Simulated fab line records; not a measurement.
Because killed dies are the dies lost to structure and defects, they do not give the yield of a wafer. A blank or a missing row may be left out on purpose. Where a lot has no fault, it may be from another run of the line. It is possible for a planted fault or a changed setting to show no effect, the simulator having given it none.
fab line records | flow berkeley-cmos170
record: lots: 15 wafers: 45 last-day: 13
route steps=331 shown NWELL@15
lots that met no fault: taken from a fault-free run of the same line
start-h: hours from the record's opening day to when the first of the lot's shown wafers began | wait-h: hours since the lot's step before | " repeats the value in the row above | L1.1+2: several wafers, shown together as one row | - no value present, or no start provided | * or withheld: withheld | < > ~ a bound
route shown NAME@n: names a module that has steps shown in the file, with the first one's number in the route | usual: average and standard deviation across the fault-free wafers | same: alike in all rows | chamber/n: place in a boat | sites: readings site by site | _std_site: the values' standard deviation | _edge_site: mean of outer sites minus mean of inner sites | radius-mm: for every site, how far away it sits from the centre of the wafer | mask NAME#n: copy n | behind: tool/chamber where the wafer was last shaped | hold: reason for holding the lot/hours on hold/outcome of the hold | device: which transistor (n, p or np) failed to switch | end of line: tests run on the same wafers once the route is complete | for a step that has no rows: nothing shown but its recipe | killed: dies that structure and defects cost at the first sort, which is not the same as the wafer's yield | map: per-die view of a wafer (x killed, . not killed, _ where there is no die)
set.NAME: the setting that was run; set.NAME@STEP: the one run at that earlier step | model.NAME: the simulator's own value behind a step, which no gauge read
the route's steps for a sample of lots (tables are steps, rows are wafers)
services: a tool's chamber out of use, with start hour (start-h, from the record's first day; less than 0 if before it), hours out, and reason
== steps ==
step: UCB170_NWELL_OXIDATION_01
recipe: temp-c: 1000 ambient: O2 target-thk-a: 264 ox-time-s: 1260
usual: ox-temp-c: 1000.1/0.44 ox-temp-c-max: 1005.2/0.97 zone-power-centre-pct: 42.7/2.4
columns lot.wafer tool chamber start-h wait-h ox-temp-c ox-temp-c-max zone-power-centre-pct
L319.2 furnace-01 0 30.67 6.1 1000.5 1004.6 41.3
L319.3 " 0 " " 999.9 1006.2 41.4
L319.6 " 0 " " 1000.0 1004.9 41.8
L322.1 furnace-01 0 45.48 3.8 1001.3 1006.0 41.3
L322.3 " 0 " " 1000.9 1006.7 41.7
L322.4 " 0 " " 1000.6 1005.1 41.2
L325.1 furnace-02 0 51.16 2.5 1000.0 1007.1 48.2
L325.2 " 0 " " 1000.8 1006.9 49.1
L325.3 " 0 " " 1000.1 1006.0 48.4
L326.1 furnace-04 0 59.78 3.3 1000.2 1005.4 43.1
L326.2 " 0 " " 1000.4 1005.9 41.4
L326.4 " 0 " " 1000.4 1004.9 41.9
L328.1 furnace-01 0 67.37 0.2 999.6 1004.8 40.8
L328.2 " 0 " " 1000.5 1005.2 41.3
L328.3 " 0 " " 1000.5 1005.6 41.3
L329.1 furnace-01 - 73.82 1.4 - - -
L329.3 " - " " - - -
L329.4 " - " " - - -
L330.1 furnace-01 - 73.82 1.7 - - -
L330.4 " - " " - - -
L330.6 " - " " - - -
L331.3 furnace-04 - 80.90 0.3 - - -
L331.4 " - " " - - -
L331.5 " - " " - - -
L333.1 furnace-02 0 97.38 9.2 1000.5 1007.7 48.5
L333.3 " 0 " " 1000.2 1005.8 48.9
L333.6 " 0 " " 1000.4 1006.3 49.2
L337.1 furnace-04 0 116.62 1.8 999.5 1005.5 43.2
L337.2 " 0 " " 1000.1 1005.5 42.7
L337.5 " 0 " " 999.7 1004.6 42.3
L338.1 furnace-04 0 120.72 2.5 1000.5 1004.7 42.9
L338.4 " 0 " " 1000.0 1005.3 41.9
L338.6 " 0 " " 1000.1 1006.1 42.3
L339.3 furnace-04 0 120.72 2.5 1000.9 1005.0 42.9
L339.5 " 0 " " 1000.3 1004.3 42.4
L339.6 " 0 " " 1000.0 1004.2 42.2
L340.1 furnace-04 0 130.25 4.3 999.9 1005.6 41.8
L340.4 " 0 " " 1000.5 1004.2 43.7
L340.6 " 0 " " 999.5 1005.3 42.7
L341.3 furnace-01 0 135.98 3.6 999.9 1004.3 41.3
L341.5 " 0 " " 999.4 1005.0 41.4
L341.6 " 0 " " 999.8 1005.6 41.7
L342.2 furnace-04 0 141.05 3.5 999.9 1004.7 42.5
L342.3 " 0 " " 999.7 1004.2 41.5
L342.6 " 0 " " 999.8 1003.8 42.3
== services ==
columns tool chamber start-h hours kind
furnace-02 - 22.55 13.8 pm
furnace-04 - 25.29 2.0 pm
furnace-02 - 91.65 2.7 pm
furnace-04 - 97.30 3.7 pm
furnace-04 - 98.25 10.2 repair
== key ==
first-sign: step: UCB170_NWELL_OXIDATION_01 reading: tool-record direction: missing
effect none on later readings
met-at UCB170_NWELL_OXIDATION_01
struck-lots L329,L330,L331
later-rows-left-out L329.1,L329.3,L329.4,L330.1,L330.4,L330.6,L331.3,L331.4,L331.5
sort-left-out L329.1,L329.3,L329.4,L330.1,L330.4,L330.6,L331.3,L331.4,L331.5
tester-left-out L329,L330,L331
onset-between 67.37 73.82
fault: kind: skipped-step-whole tool: furnace-01,furnace-04 chamber: - onset-h: 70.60 steps: UCB170_NWELL_OXIDATION_01 scope: struck-lots-only
tester-left-out: of these lots the tester's yield and bins aren't shown, on N5 and GAA mostly nor the transistor test; their killed dies are dies lost to structure and defects alone, not to doping, threshold or leakage, so they don't give the yield
sort-left-out: the simulated sort isn't trusted on such a fault, so these wafers' sort isn't shown, and their yield isn't known
later-rows-left-out: the simulator's readings of these wafers behind a module that went badly wrong aren't trusted and aren't shown, but for the sort
